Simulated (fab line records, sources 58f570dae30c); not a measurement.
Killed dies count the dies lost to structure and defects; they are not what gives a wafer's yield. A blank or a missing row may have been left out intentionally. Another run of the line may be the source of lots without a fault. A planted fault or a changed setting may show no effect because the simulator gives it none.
fab line records	flow berkeleyCmos170
[record] lots = 13	wafers = 39	lastDay = 13
route steps=331 shown ACTIVE@63 CONTACT@217 V2@305 M3@330
lots that met no fault: from a run of the same line without faults
startH: the number of hours between the record's first day and the start of the first shown wafer of the lot	waitH: time in hours since the lot's previous step	" as in the row above	L1.1+2: a single row standing in for several wafers	- no value present, or no start provided	* or withheld: withheld	< > ~ a bound
route shown NAME@n: a module of which the file shows steps, and the number in the route of the first	usual: mean/standard deviation taken from wafers without a fault	same: alike in all rows	chamber/n: place in a boat	sites: readings site by site	_std_site: the values' standard deviation	_edge_site: outer sites' mean less inner sites'	radiusMm: for every site, how far away it sits from the centre of the wafer	mask NAME#n: copy n	behind: tool/chamber where the wafer was last shaped	hold: the reason the lot was held/the length of the hold in hours/how it ended	device: the transistor (n, p or np) that didn't switch	end of line: the tests these same wafers got at the end of their route	a step with no rows: only its recipe	killed: at the first sort, the dies lost to defects and structure; wafer yield is something else	map: the dies of a wafer, with x for killed, . for not killed, _ for no die there
set.NAME: the setting as run; set.NAME@STEP: as run at that earlier step	model.NAME: the simulator's own value behind a step, which no gauge read
one table for each step of the route and one row for each wafer, over a sample of lots
services: from which hour (startH, from the record's first day; less than 0 if before it) a tool's chamber was out of use, for how many hours, and why
[[steps]]
[step UCB170_ACTIVE_THK_MEAS_03]
[recipe] reads = SiO2_of_ACTIVE_OXIDATION_02
[usual] ACTIVE_OXIDE_THK = 26.3/0.43
lot.wafer	tool	chamber	startH	waitH	ACTIVE_OXIDE_THK[nm]
L352.1	filmMetro-01	-	71.06	0.0	25.6
L352.2	"	-	"	"	25.2
L352.3	"	-	"	"	25.9
L353.1	filmMetro-01	-	77.93	0.0	27.0
L353.3	"	-	"	"	26.6
L353.5	"	-	"	"	27.1
L358.1	filmMetro-02	-	107.08	0.1	26.6
L358.2	"	-	"	"	27.1
L358.6	"	-	"	"	26.9
L361.4	filmMetro-01	-	119.99	0.0	26.5
L361.5	"	-	"	"	26.7
L361.6	"	-	"	"	26.6
L362.1	filmMetro-02	-	130.30	0.0	26.3
L362.2	"	-	"	"	26.5
L362.3	"	-	"	"	26.4
L363.2	filmMetro-03	-	130.31	0.0	25.8
L363.4	"	-	"	"	25.9
L363.6	"	-	"	"	25.8
L364.2	filmMetro-02	-	137.77	0.0	26.7
L364.4	"	-	"	"	26.8
L364.6	"	-	"	"	26.3
L367.1	filmMetro-02	-	151.33	0.0	25.7
L367.4	"	-	"	"	26.2
L367.5	"	-	"	"	25.8
L368.2	filmMetro-01	-	157.44	0.0	26.0
L368.3	"	-	"	"	26.3
L368.5	"	-	"	"	26.3
L371.2	filmMetro-01	-	171.97	0.0	25.8
L371.3	"	-	"	"	25.9
L371.5	"	-	"	"	26.4
L372.1	filmMetro-01	-	172.02	0.1	26.2
L372.5	"	-	"	"	26.2
L372.6	"	-	"	"	26.1
L373.1	filmMetro-03	-	183.12	0.0	26.6
L373.2	"	-	"	"	26.7
L373.5	"	-	"	"	26.7
L374.3	filmMetro-03	-	189.47	0.0	26.7
L374.4	"	-	"	"	26.5
L374.5	"	-	"	"	26.7
[step UCB170_CONTACT_CVD_01]
[recipe] material = PSG	targetThkNm = 700	tempC = 450	precursor = SiH4/O2/PH3	timeS = 2820	pressureMtorr = 300	sih4FlowSccm = 60	o2FlowSccm = 90	ph3FlowSccm = 25
[usual] ph3FlowSccm = 25.00/0.06	sih4FlowSccm = 60.01/0.2
lot.wafer	tool	chamber	startH	waitH	ph3FlowSccm	sih4FlowSccm
L352.1	lpcvd-01	0	138.05	0.1	25.09	59.76
L352.2	"	0	"	"	25.02	59.77
L352.3	"	0	"	"	25.07	59.93
L353.1	lpcvd-02	1	147.16	0.0	25.02	60.02
L353.3	"	1	"	"	25.06	59.91
L353.5	"	1	"	"	24.95	59.76
L358.1	lpcvd-01	0	184.39	1.5	24.86	60.29
L358.2	"	0	"	"	24.87	60.08
L358.6	"	0	"	"	25.08	60.31
L361.4	lpcvd-02	0	187.22	0.0	24.98	60.08
L361.5	"	0	"	"	24.94	59.71
L361.6	"	0	"	"	24.98	59.92
L362.1	lpcvd-02	0	192.88	0.0	24.94	59.96
L362.2	"	0	"	"	25.10	60.08
L362.3	"	0	"	"	24.99	60.08
L363.2	lpcvd-01	0	194.06	0.7	25.09	60.15
L363.4	"	0	"	"	25.05	60.22
L363.6	"	0	"	"	25.11	60.14
L364.2	lpcvd-01	0	211.85	0.0	24.98	60.06
L364.4	"	0	"	"	25.00	60.31
L364.6	"	0	"	"	25.04	60.02
L367.1	lpcvd-01	1	222.03	0.6	24.89	59.77
L367.4	"	1	"	"	24.93	59.81
L367.5	"	1	"	"	24.95	59.87
L368.2	lpcvd-01	1	233.65	0.0	24.97	59.90
L368.3	"	1	"	"	24.96	59.92
L368.5	"	1	"	"	24.91	59.90
L372.1	lpcvd-02	1	253.53	0.0	25.05	59.95
L372.5	"	1	"	"	24.97	60.21
L372.6	"	1	"	"	24.98	59.92
L371.2	lpcvd-01	0	254.40	0.0	25.00	59.80
L371.3	"	0	"	"	25.00	59.52
L371.5	"	0	"	"	25.01	59.78
L373.1	lpcvd-01	0	263.12	0.0	25.02	59.81
L373.2	"	0	"	"	24.91	60.06
L373.5	"	0	"	"	24.89	59.82
L374.3	lpcvd-01	0	276.52	0.1	25.01	60.20
L374.4	"	0	"	"	24.91	60.31
L374.5	"	0	"	"	25.02	60.14
[step UCB170_CONTACT_THK_MEAS_02]
[recipe] reads = PSG_of_CONTACT_CVD_01
[usual] CONTACT_PSG_THK = 702/6.3
lot.wafer	tool	chamber	startH	waitH	hold	CONTACT_PSG_THK[nm]
L352.1	filmMetro-04	-	139.83	0.0	-	697
L352.2	"	-	"	"	-	699
L352.3	"	-	"	"	-	700
L353.1	filmMetro-03	-	148.94	0.0	-	708
L353.3	"	-	"	"	-	705
L353.5	"	-	"	"	-	715
L358.1	filmMetro-04	-	186.19	0.0	-	709
L358.2	"	-	"	"	-	705
L358.6	"	-	"	"	-	713
L361.4	filmMetro-04	-	189.03	0.0	awaitDispo/0.2h/release	802
L361.5	"	-	"	"	awaitDispo/0.2h/release	805
L361.6	"	-	"	"	awaitDispo/0.2h/release	798
L361.4	filmMetro-04	-	189.37	0.3	-	802
L361.5	"	-	"	"	-	805
L361.6	"	-	"	"	-	799
L362.1	filmMetro-02	-	194.67	0.0	awaitDispo/0.2h/release	813
L362.2	"	-	"	"	awaitDispo/0.2h/release	811
L362.3	"	-	"	"	awaitDispo/0.2h/release	812
L362.1	filmMetro-02	-	194.89	0.2	-	813
L362.2	"	-	"	"	-	811
L362.3	"	-	"	"	-	812
L363.2	filmMetro-03	-	198.09	0.0	-	695
L363.4	"	-	"	"	-	683
L363.6	"	-	"	"	-	687
L364.2	filmMetro-03	-	213.65	0.0	-	714
L364.4	"	-	"	"	-	707
L364.6	"	-	"	"	-	708
L367.1	filmMetro-03	-	223.81	0.0	-	701
L367.4	"	-	"	"	-	701
L367.5	"	-	"	"	-	700
L368.2	filmMetro-02	-	235.44	0.0	-	696
L368.3	"	-	"	"	-	698
L368.5	"	-	"	"	-	698
L372.1	filmMetro-03	-	255.32	0.0	-	694
L372.5	"	-	"	"	-	694
L372.6	"	-	"	"	-	696
L371.2	filmMetro-02	-	256.19	0.0	-	700
L371.3	"	-	"	"	-	702
L371.5	"	-	"	"	-	704
L373.1	filmMetro-02	-	264.90	0.0	-	702
L373.2	"	-	"	"	-	707
L373.5	"	-	"	"	-	703
L374.3	filmMetro-04	-	278.32	0.0	-	704
L374.4	"	-	"	"	-	708
L374.5	"	-	"	"	-	701
[step UCB170_CONTACT_ETCH_18]
[recipe] chemistry = CHF3/CF4/Ar	target = PSG	stopOn = TiSi2	CHF3_flow_sccm = 45	cf4FlowSccm = 15	Ar_flow_sccm = 150	pressureMtorr = 200	rfW = 700	targetDepthA = 8400	overEtchFrac = 0.2	timeS = 195
[usual] drypumpMotorCurrentA = 5.8/0.41	oesProductAu = 0.894/0.0096	throttleValvePct = 6.95/0.13
lot.wafer	tool	chamber	startH	waitH	drypumpMotorCurrentA	oesProductAu	rfHoursCounterH	throttleValvePct
L352.1	rieDiel-04	2	-	-	6.0	0.890	135	7.14
L352.2	"	3	"	"	6.3	0.908	49	7.07
L352.3	"	1	"	"	5.7	0.886	15	7.06
L353.1	rieDiel-01	3	-	-	5.1	0.902	5	6.90
L353.3	"	1	"	"	5.5	0.884	9	6.74
L353.5	"	2	"	"	6.0	0.906	-	6.84
L358.1	rieDiel-01	1	-	-	5.4	0.894	10	6.73
L358.2	"	3	"	"	5.1	0.902	7	6.91
L358.6	"	3	"	"	5.1	0.909	-	6.90
L361.4	rieDiel-01	1	-	-	5.5	0.958	10	6.73
L361.5	"	2	"	"	6.0	0.971	-	6.84
L361.6	"	1	"	"	5.5	0.944	-	6.75
L362.1	rieDiel-04	3	-	-	6.4	0.989	52	7.08
L362.2	"	1	"	"	5.8	0.980	17	7.05
L362.3	"	0	"	"	5.9	0.977	45	7.07
L363.2	rieDiel-01	1	-	-	5.5	0.876	11	6.75
L363.4	"	2	"	"	6.0	0.872	74	6.84
L363.6	"	0	"	"	5.8	0.886	-	6.99
L364.2	rieDiel-01	3	-	-	5.1	0.900	8	6.90
L364.4	"	1	"	"	5.5	0.892	-	6.73
L364.6	"	0	"	"	5.8	0.897	-	7.00
L367.1	rieDiel-01	3	-	-	5.1	0.897	9	6.91
L367.4	"	1	"	"	5.4	0.880	-	6.75
L367.5	"	3	"	"	5.1	0.887	-	6.92
L368.2	rieDiel-01	1	-	-	5.5	0.869	13	6.74
L368.3	"	3	"	"	5.1	0.890	9	6.91
L368.5	"	0	"	"	5.8	0.890	-	7.01
L372.1	rieDiel-04	3	-	-	6.4	0.902	54	7.07
L372.5	"	2	"	"	6.0	0.891	-	7.15
L372.6	"	3	"	"	6.4	0.902	-	7.08
L371.2	rieDiel-04	0	-	-	6.0	0.888	48	7.09
L371.3	"	1	"	"	5.7	0.889	20	7.06
L371.5	"	3	"	"	6.3	0.903	-	7.09
L373.1	rieDiel-04	2	-	-	6.0	0.896	1	7.16
L373.2	"	1	"	"	5.7	0.902	20	7.07
L373.5	"	1	"	"	5.6	0.891	-	7.05
L374.3	rieDiel-04	1	-	-	5.7	0.896	21	7.06
L374.4	"	2	"	"	6.0	0.897	2	7.14
L374.5	"	0	"	"	5.9	0.892	-	7.07
[step UCB170_V2_OVL_MEAS_13]
[usual] V2_OVL = 1/6.2
lot.wafer	tool	chamber	startH	waitH	V2_OVL[nm]
L352.1	overlay-01	-	159.43	0.1	-3
L352.2	"	-	"	"	8
L352.3	"	-	"	"	-7
L353.1	overlay-01	-	167.84	0.1	11
L353.3	"	-	"	"	4
L353.5	"	-	"	"	7
L358.1	overlay-02	-	202.25	0.1	4
L358.2	"	-	"	"	1
L358.6	"	-	"	"	2
L361.4	overlay-01	-	210.00	0.1	6
L361.5	"	-	"	"	8
L361.6	"	-	"	"	8
L362.1	overlay-02	-	214.14	0.1	8
L362.2	"	-	"	"	4
L362.3	"	-	"	"	3
L363.2	overlay-01	-	214.43	0.1	4
L363.4	"	-	"	"	5
L363.6	"	-	"	"	9
L364.2	overlay-01	-	230.92	0.1	2
L364.4	"	-	"	"	-3
L364.6	"	-	"	"	-2
L367.1	overlay-01	-	242.77	0.1	-10
L367.4	"	-	"	"	-5
L367.5	"	-	"	"	-9
L368.2	overlay-02	-	257.57	0.1	-12
L368.3	"	-	"	"	-15
L368.5	"	-	"	"	-10
L371.2	overlay-02	-	276.45	0.1	5
L371.3	"	-	"	"	2
L371.5	"	-	"	"	2
L372.1	overlay-01	-	276.69	0.1	0
L372.5	"	-	"	"	1
L372.6	"	-	"	"	4
L373.1	overlay-01	-	285.84	0.1	1
L373.2	"	-	"	"	-11
L373.5	"	-	"	"	-3
L374.3	overlay-01	-	297.80	0.1	-2
L374.4	"	-	"	"	-9
L374.5	"	-	"	"	-12
[step UCB170_M3_BOW_MEAS_20]
[recipe] mode = bow
[usual] M3_BOW = 35/6.9
lot.wafer	tool	chamber	startH	waitH	M3_BOW[um]
L352.1	filmMetro-01	-	162.97	0.1	44
L352.2	"	-	"	"	32
L352.3	"	-	"	"	34
L353.1	filmMetro-02	-	171.36	0.1	32
L353.3	"	-	"	"	45
L353.5	"	-	"	"	23
L358.1	filmMetro-01	-	205.33	0.1	37
L358.2	"	-	"	"	43
L358.6	"	-	"	"	48
L361.4	filmMetro-02	-	212.98	0.1	25
L361.5	"	-	"	"	43
L361.6	"	-	"	"	28
L362.1	filmMetro-01	-	217.51	0.1	38
L362.2	"	-	"	"	38
L362.3	"	-	"	"	26
L363.2	filmMetro-03	-	217.72	0.1	36
L363.4	"	-	"	"	33
L363.6	"	-	"	"	27
L364.2	filmMetro-03	-	234.10	0.1	33
L364.4	"	-	"	"	28
L364.6	"	-	"	"	46
L367.1	filmMetro-03	-	245.83	0.1	42
L367.4	"	-	"	"	35
L367.5	"	-	"	"	26
L368.2	filmMetro-02	-	260.86	0.1	43
L368.3	"	-	"	"	51
L368.5	"	-	"	"	42
L372.1	filmMetro-03	-	281.05	0.1	42
L372.5	"	-	"	"	37
L372.6	"	-	"	"	40
L371.2	filmMetro-01	-	281.48	0.1	31
L371.3	"	-	"	"	20
L371.5	"	-	"	"	39
L373.1	filmMetro-01	-	289.09	0.1	34
L373.2	"	-	"	"	39
L373.5	"	-	"	"	26
L374.3	filmMetro-01	-	301.07	0.1	44
L374.4	"	-	"	"	40
L374.5	"	-	"	"	40
[[services]]
tool	chamber	startH	hours	kind
lpcvd-02	-	114.78	14.6	pm
rieDiel-04	2	162.04	7.4	repair
rieDiel-04	-	198.78	0.8	repair
rieDiel-01	-	204.77	0.5	repair
lpcvd-01	-	206.46	1.4	repair
rieDiel-01	2	206.85	33.7	repair
rieDiel-01	1	218.98	5.3	repair
rieDiel-04	2	232.66	-	clean
rieDiel-04	2	232.66	13.5	scheduledDown
rieDiel-04	2	232.66	13.5	ventCycle
rieDiel-04	-	252.04	1.2	repair
[[key]]
[firstSign] step = UCB170_CONTACT_THK_MEAS_02	reading = visit	direction = added
[effect] step = UCB170_CONTACT_THK_MEAS_02	reading = CONTACT_PSG_THK	direction = up	sigmas = 17	usual = 702	struck = 807
[effect] step = UCB170_CONTACT_ETCH_18	reading = oesProductAu	direction = up	sigmas = 7.9	usual = 0.894	struck = 0.970
metAt UCB170_CONTACT_CVD_01
struckLots L361,L362
sortLeftOut L361.4,L361.5,L361.6,L362.1,L362.2,L362.3
testerLeftOut L361,L362
notActingAt UCB170_ACTIVE_THK_MEAS_03,UCB170_V2_OVL_MEAS_13,UCB170_M3_BOW_MEAS_20
onsetBetween 147.16 187.22
[fault] kind = processParameterDrift	tool = lpcvd-02	chamber = -	onsetH = 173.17	steps = UCB170_CONTACT_CVD_01	channel = targetThkNm	offset = 110.43	shape = step	endH = 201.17	actsIn = theseRecipesOnly	stated = 700
// testerLeftOut: of these lots the tester's yield and bins aren't shown, on N5 and GAA mostly nor the transistor test; their killed dies are dies lost to structure and defects alone, not to doping, threshold or leakage, so they don't give the yield
// sortLeftOut: the simulated sort isn't trusted on such a fault, so these wafers' sort isn't shown, and their yield isn't known
